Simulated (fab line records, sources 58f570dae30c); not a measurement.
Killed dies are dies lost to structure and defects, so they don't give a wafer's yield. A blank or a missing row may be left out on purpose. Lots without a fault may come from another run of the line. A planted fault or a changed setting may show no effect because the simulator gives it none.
Chamber matching | flow berkeley_cmos170 | UCB170_V2_CMP_02 on cmp-01: 4 sister chambers
The step polishes SiO2. 8 wafers are shown with their chamber, then 8 later ones without.

WAFERS WITH THEIR CHAMBER
wafer  | chamber | motor_current_A (A) | slurry_filter_dp_kPa (kPa)
L903.6 | 2       | 14.1                | 13.71
L907.2 | 1       | 19.2                | 13.54
L908.1 | 1       | 18.1                | 13.57
L908.4 | 0       | 14.3                | 13.43
L911.1 | 3       | 17.0                | 13.53
L911.5 | 3       | 17.1                | 13.62
L911.6 | 0       | 14.2                | 13.70
L912.2 | 2       | 14.1                | 13.61

WAFERS WITHOUT THEIR CHAMBER
wafer  | motor_current_A (A) | slurry_filter_dp_kPa (kPa)
L912.3 | 19.2                | 13.46
L912.5 | 15.4                | 13.47
L918.2 | 14.2                | 13.68
L918.3 | 16.2                | 13.31
L918.4 | 14.5                | 13.54
L921.1 | 14.5                | 13.36
L921.2 | 17.1                | 13.54
L921.4 | 19.5                | 13.63

WHICH CHAMBER EACH WENT THROUGH
wafer  | from the rows above          | in truth
L912.3 | 1                            | 1
L912.5 | can't be placed: 0 or 2 or 3 | 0
L918.2 | can't be placed: 2 or 0      | 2
L918.3 | 3                            | 3
L918.4 | can't be placed: 0 or 2      | 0
L921.1 | can't be placed: 0 or 2      | 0
L921.2 | 3                            | 3
L921.4 | 1                            | 1
Placed correctly: 4 of 8. Can't be placed from these rows: 4 (the true chamber is among the candidates in 4). Placed wrongly: 0.
How it was worked out, from the rows above alone: a wafer's distance from a chamber is the root of the sum, over the readings, of the square of ((its reading less the chamber's mean) divided by the reading's scatter). The wafer belongs to the nearest chamber; if the next one is less than 2 further off, it can't be placed. A chamber's mean is the mean of its shown wafers. The scatter: the root of (the sum of the squares of (reading less its chamber's mean) over the shown wafers, divided by (wafers less chambers)).
